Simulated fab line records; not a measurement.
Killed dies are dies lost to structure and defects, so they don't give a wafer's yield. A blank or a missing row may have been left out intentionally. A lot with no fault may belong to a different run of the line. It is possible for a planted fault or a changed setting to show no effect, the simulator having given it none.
What tool caused it? ; flow berkeleyCmos170 ; Sampling: 14 lots, 42 wafers, 2 of 331 route steps

WHAT THE GAUGES READ, wafer by wafer
UCB170_CONTACT_CD_MEAS_15 targets a cd of 700 nm. Usual: cdNm at 699.6 nm, with a standard deviation of 1.6.
lot;measured;on;cdNm (nm);flag
L478;day 8 17:50;cdSem-02;700.4 699.5 700.6;
L479;day 8 18:00;cdSem-01;699.1 699.2 698.5;
L481;day 9 02:13;cdSem-01;698.0 698.5 697.1;
L483;day 10 03:55;cdSem-01;697.8 699.2 697.5;
L485;day 10 04:04;cdSem-02;701.6 701.9 701.1;
L484;day 10 04:54;cdSem-01;703.0 701.5 701.1;
L486;day 10 14:47;cdSem-01;696.1 695.8 695.0;
L488;day 11 08:06;cdSem-02;702.5 702.2 702.5;
L490;day 11 08:22;cdSem-01;698.8 698.7 698.3;
L493;day 11 21:30;cdSem-01;700.5 700.0 700.8;
L495;day 12 23:43;cdSem-02;694.7 694.8 694.3;OFF
L497;day 13 10:17;cdSem-01;693.0 692.2 692.2;OFF
L498;day 13 12:32;cdSem-02;698.8 699.1 699.2;
L499;day 13 19:17;cdSem-01;699.2 700.3 698.5;

TOOL THAT RAN EACH LOT (tool first, then ch and the chambers of the sampled wafers, then the start)
lot;UCB170_CONTACT_COAT_10
L478;lithoTrack-02 ch 0, day 8 16:00
L479;lithoTrack-01 ch 0, day 8 17:00
L481;lithoTrack-01 ch 0, day 9 01:00
L483;lithoTrack-03 ch 0, day 10 02:00
L485;lithoTrack-01 ch 0, day 10 02:00
L484;lithoTrack-03 ch 0, day 10 04:00
L486;lithoTrack-03 ch 0, day 10 13:00
L488;lithoTrack-02 ch 0, day 11 07:00
L490;lithoTrack-01 ch 0, day 11 07:00
L493;lithoTrack-03 ch 0, day 11 20:00
L495;lithoTrack-01 ch 0, day 12 22:00
L497;lithoTrack-01 ch 0, day 13 09:00
L498;lithoTrack-02 ch 0, day 13 11:00
L499;lithoTrack-02 ch 0, day 13 18:00
- UCB170_CONTACT_COAT_10: resist thk 900 nm.

AS READ BY THE TOOLS THEMSELVES (means over the sampled wafers that have a number; for cases with no such wafer, the mark the record gives instead)
The record holds no such reading with a usual standard deviation.

THE ANSWER, worked out from the rows above alone
Rule: take the mean of a lot's wafers that have a number; if it is more than 3 standard deviations from the usual mean, the lot is off. A lot without any number at a reading at which 4 lots or more have one is off too. The other lots that the step has rows for count as sound. After the gauges, taken in route order, come the tools' own readings; for these a lot's mean is taken, as printed above. The first step at which some lot is off is used, and at that step the reading that is off furthest; a lot without a number counts as furthest.
Off, at UCB170_CONTACT_CD_MEAS_15 on cdNm: L495, L497.
A tool fits if, at a process step before that reading, it ran every lot that is off, and no sound lot after the first of them. Those tools and the gauges at UCB170_CONTACT_CD_MEAS_15 are tried in the same way. One fits: lithoTrack-01 at UCB170_CONTACT_COAT_10. A fault onset in the window from L490 (day 11 07:00, its last sound lot) to L495 (day 12 22:00, its first lot off) fits.

WHAT THE SIMULATOR PUT IN
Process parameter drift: lithoTrack-01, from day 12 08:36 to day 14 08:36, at UCB170_CONTACT_COAT_10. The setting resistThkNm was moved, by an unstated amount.
Shown lots that were struck: L495, L497. Same finding as the rule above.
